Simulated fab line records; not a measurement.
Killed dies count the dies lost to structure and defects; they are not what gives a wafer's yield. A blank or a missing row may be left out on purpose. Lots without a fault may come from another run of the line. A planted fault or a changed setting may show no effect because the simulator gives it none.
A lot that was struck, set against a sound lot    flow rit cmos    14 steps out of a route of 202
Sound: the wafers L521.1, L521.4, L521.5. Wafers struck: L523.1, L523.2, L523.4. The cause is named last.
Each step with rows lists, per side, the tool, then ch with its chambers, then its first start. Under that, the readings that differ: sound wafers    struck wafers    difference of the means    sigmas: that difference in standard deviations of wafers without a fault.
alike: same words and numbers on both sides, and readings whose means sit less than 2 such deviations apart. not compared: any withheld reading, any reading some wafer has no value for, any bound like >300 that may hide the same value, and any number with overlapping values for which the record gives no deviation.
Wherever a step has rows on one side only, a row that says differs or no value, or a row with sigmas, the two part there. When numbers do not overlap yet have no deviation, they are printed without sigmas and do not part them. A reading that every wafer of one side lacks parts them only if that side has two wafers or more.

first, 2 steps without rows for these wafers: RIT_ACTIVE_CLEAN_17 (cleans in SC2, time 600 s); RIT_FOX1_OXIDATION_00 (target thk 350.7 nm, ox time 1130 s).
RIT_FOX1_THK_MEAS_01:
  sound on film metro-03 at day 3 06:29; struck on film metro-01 at day 3 20:36
  alike: FOX1_OXIDE_THK
then, 2 steps without rows for these wafers: RIT_FOX1_WET_ETCH_02 (etches SiO2 in BOE, target depth 350 nm, time 390 s); RIT_FOX2_OXIDATION_00 (target thk 350.7 nm, ox time 1130 s).
RIT_FOX2_THK_MEAS_01:
  sound on film metro-03 at day 3 07:59; struck on film metro-03 at day 3 22:05
  alike: FOX2_OXIDE_THK
then, 2 steps without rows for these wafers: RIT_FOX2_CLEAN_02 (cleans in dHF, time 180 s); RIT_FOX2_WET_ETCH_03 (etches Si3N4 in H3PO4, target depth 195 nm, time 2700 s).
RIT_FOX2_THK_MEAS_90:
  sound on film metro-01 at day 3 08:56; struck on film metro-01 at day 3 22:58
  alike: FIELD_OXIDE_LEFT_1_THK
then, 3 steps without rows for these wafers: RIT_NWELL_HMDS_00 (prime time 62.45 s); RIT_NWELL_COAT_01 (resist thk 1300 nm); RIT_NWELL_SOFTBAKE_02 (time 60 s).
RIT_NWELL_EXPOSE_03: exposes mask M2, target cd 43900 nm.
  struck on iline stepper-02, day 3 23:37; sound on iline stepper-02 ch 0, day 3 09:27
  no value came back on the struck wafers for exposure dose mJ cm2, focus offset nm (nm); on the sound wafers exposure dose mJ cm2 reads 249.78 249.98 250.06
  alike: mask
then, 1 step without rows for these wafers: RIT_NWELL_PEB_04.

## WHERE THEY PART
RIT_NWELL_EXPOSE_03 only, going by this record.

WHY: what had been put in by the simulator
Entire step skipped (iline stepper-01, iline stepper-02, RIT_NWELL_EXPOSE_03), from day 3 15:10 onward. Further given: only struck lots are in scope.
